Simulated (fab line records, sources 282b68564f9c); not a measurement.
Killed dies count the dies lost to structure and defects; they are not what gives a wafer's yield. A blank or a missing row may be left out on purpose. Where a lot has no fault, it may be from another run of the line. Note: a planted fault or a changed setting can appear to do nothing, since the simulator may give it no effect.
A lot that was struck, set against a sound lot    flow rit-cmos    15 steps out of a route of 202
Sound: the wafers L254.1, L254.3, L254.6. The struck wafers were L263.2, L263.4, L263.6. The cause is named last.
Order at every step that has rows: each side's tool, ch and its chambers, its first start. Under that, the readings that differ: sound wafers    struck wafers    difference of the means    sigmas: that difference in standard deviations of wafers without a fault.
alike: words and numbers the same on both sides, and readings whose means are apart by under 2 such deviations; not compared: readings that were withheld, readings missing a value for some wafer, numbers with overlapping values and no deviation given by the record, and bounds like >300 which may hide the same value.
Wherever a step has rows on one side only, a row that says differs or no value, or a row with sigmas, the two part there. Numbers that don't overlap but have no deviation are shown without sigmas and don't part them. A reading that every wafer of one side lacks parts them only if that side has two wafers or more.

first, 2 steps without rows for these wafers: RIT_NWELL_PEB_04; RIT_NWELL_DEVELOP_05 (develop time 68 s).
RIT_NWELL_OVL_MEAS_06:
  struck on overlay-01, day 5 19:48; sound on overlay-01, day 4 04:00
  alike: NWELL_OVL
then, 2 steps without rows for these wafers: RIT_NWELL_HARDBAKE_07 (time 120 s); RIT_NWELL_IMPLANT_08.
RIT_NWELL_STRIP_09: strips in O2, time 180 s.
  sound on plasma-asher-03 ch 0,1, day 4 04:26; struck on plasma-asher-03 ch 0,1, day 5 20:14
  alike: drypump-motor-current-A
  not compared: rf-hours-counter-h
RIT_NWELL_TW_MEAS_10:
  struck on film-metro-03, day 5 20:25; sound on film-metro-03, day 4 04:37
  alike: NWELL_TW
then, 5 steps without rows for these wafers: RIT_PWELL_HMDS_00 (prime time 60 s); RIT_PWELL_COAT_01 (resist thk 1300 nm); RIT_PWELL_SOFTBAKE_02 (time 60 s); RIT_PWELL_EXPOSE_03 (exposes mask M3, target cd 43700 nm); RIT_PWELL_PEB_04.
RIT_PWELL_DEVELOP_05: develop time 68 s.
  sound on litho-track-04 ch 0, day 4 05:00; struck on litho-track-04 ch 0, day 5 21:00
reading                 sound              struck             difference  sigmas
chill-plate-temp-C (C)  22.88 23.01 22.87  23.20 23.12 23.24  +0.27       +2
developer-temp-C (C)    22.97 23.00 23.04  24.09 23.95 23.85  +0.96       +8
RIT_PWELL_OVL_MEAS_06:
  struck on overlay-02, day 5 21:29; sound on overlay-02, day 4 05:42
  alike: PWELL_OVL
RIT_M1_PROBE_99:
  struck on prober-01, day 7 10:23; sound on prober-02, day 5 16:47
reading             sound  struck  difference  sigmas
killed_at_M0_to_M3  0 0 0  1 0 1   +1          +3
  alike: killed-at-contacts, killed-at-front-end, killed-dies, killed-open, killed-short

WHERE THEY PART
First at RIT_PWELL_DEVELOP_05; last, within this record, at RIT_M1_PROBE_99.

WHY: the cause the simulator had injected
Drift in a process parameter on litho-track-04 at RIT_PWELL_DEVELOP_05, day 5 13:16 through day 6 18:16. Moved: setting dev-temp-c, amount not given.
